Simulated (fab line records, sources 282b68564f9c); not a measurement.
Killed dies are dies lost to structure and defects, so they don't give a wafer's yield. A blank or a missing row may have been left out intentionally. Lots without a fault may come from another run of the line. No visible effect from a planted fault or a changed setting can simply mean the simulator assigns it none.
Comparing a struck lot with a sound one | flow ritCmos | 15 out of 202 route steps
Sound: the wafers L454.1, L454.4, L454.6. Wafers struck: L462.1, L462.5, L462.6. The cause is named last.
For every step that has rows: the tool of each side, followed by ch and its chambers, followed by its first start. Under that, the readings that differ: sound wafers | struck wafers | difference of the means | sigmas: that difference in standard deviations of wafers without a fault.
alike: readings with means less than 2 such deviations apart, plus words and numbers identical on both sides. not compared: withheld readings, readings lacking a value on some wafer, bounds such as >300 that could conceal the same value, and numbers that have no deviation in the record and whose values overlap.
The two part at a step that has a row with sigmas, a row that says differs or no value, or rows on one side only. Numbers that have no deviation but don't overlap get no sigmas and don't part them. Lack of a reading on every wafer of one side parts them only where that side has two or more wafers.

first, 4 steps without rows for these wafers: RIT_PLDD_SOFTBAKE_02 (time 60 s); RIT_PLDD_EXPOSE_03 (exposes mask M8, target cd 40900 nm); RIT_PLDD_PEB_04; RIT_PLDD_DEVELOP_05 (develop time 50 s).
RIT_PLDD_OVL_MEAS_06:
  sound on overlay-02 at day 2 21:55; struck on overlay-01 at day 4 12:11
  alike: PLDD_OVL
then, 2 steps without rows for these wafers: RIT_PLDD_HARDBAKE_07 (time 60 s); RIT_PLDD_IMPLANT_08.
RIT_PLDD_STRIP_09: strips in O2, time 180 s.
  sound on plasmaAsher-04 ch 0, day 2 22:17; struck on plasmaAsher-03 ch 0,1, day 4 12:31
  alike: drypumpMotorCurrentA
  not compared: rfHoursCounterH
RIT_PLDD_TW_MEAS_10:
  sound on filmMetro-03 at day 2 22:28; struck on filmMetro-02 at day 4 12:41
  alike: PLDD_TW
then, 3 steps without rows for these wafers: RIT_SPACER_CLEAN_00 (cleans in SC1, time 600 s); RIT_SPACER_CLEAN_01 (cleans in dHF, time 30 s); RIT_SPACER_CLEAN_02 (cleans in SC2, time 600 s).
RIT_SPACER_CVD_03: deposits Si3N4 from SiH2Cl2/NH3, target thk 250 nm, time 3300 s.
  sound on lpcvd-02 ch 0, day 2 22:53; struck on lpcvd-02 ch 0, day 4 14:00
reading                                 | sound             | struck            | difference | sigmas
spikeTcCentreC (C)                      | 812.6 813.0 814.0 | 856.8 853.9 856.2 | +42.4      | +35
spikeTcLoadC (C)                        | 830.3 829.7 831.2 | 872.0 872.1 870.4 | +41.1      | +17
spikeTcSourceC (C)                      | 835.1 832.6 834.1 | 876.4 875.0 876.4 | +42.0      | +28
susceptorTempC (C)                      | 809.7 809.7 810.2 | 851.1 851.4 851.2 | +41.4      | +99 or more
zonePowerLoadPct (%)                    | 22.9 23.0 23.0    | 25.4 25.9 25.5    | +2.6       | +2
model.Si3N4_of_SPACER_CVD_03.thkNm (nm) | 249.1 248.9 244.5 | 420.8 423.7 421.2 | +174.4     | 
RIT_SPACER_THK_MEAS_04:
  sound on filmMetro-01 at day 3 00:49; struck on filmMetro-04 at day 4 15:55
reading                 | sound             | struck            | difference | sigmas
SPACER_NITRIDE_THK (nm) | 249.0 248.9 244.3 | 421.0 423.6 421.5 | +174.6     | +76
RIT_SPACER_ETCHBACK_05: etches Si3N4 in SF6/CHF3, stops on SiO2, target depth 250 nm, time 240 s.
  sound on rieDiel-04 ch 2,3, day 3 00:52; struck on rieDiel-01 ch 1,2, day 4 15:59
reading                                 | sound             | struck            | difference | sigmas
oesProductAu (a.u.)                     | 0.848 0.856 0.834 | 1.010 1.012 0.987 | +0.157     | +11
model.Si3N4_of_SPACER_CVD_03.thkNm (nm) | 195 196.7 191.8   | 329.3 331.6 329.9 | +135.8     | 
model.etch.depthNm (nm)                 | 249.1 248.9 244.5 | 314.1 314.2 313.4 | +66.4      | 
  alike: CHF3_flow_sccm, drypumpMotorCurrentA, rfFwdPowerW, throttleValvePct
  not compared: rfHoursCounterH

WHERE THEY PART
Earliest at RIT_SPACER_CVD_03; latest, in this record, at RIT_SPACER_ETCHBACK_05.

WHY: what the simulator had put in
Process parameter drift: lpcvd-02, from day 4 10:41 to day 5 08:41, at RIT_SPACER_CVD_03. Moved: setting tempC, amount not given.
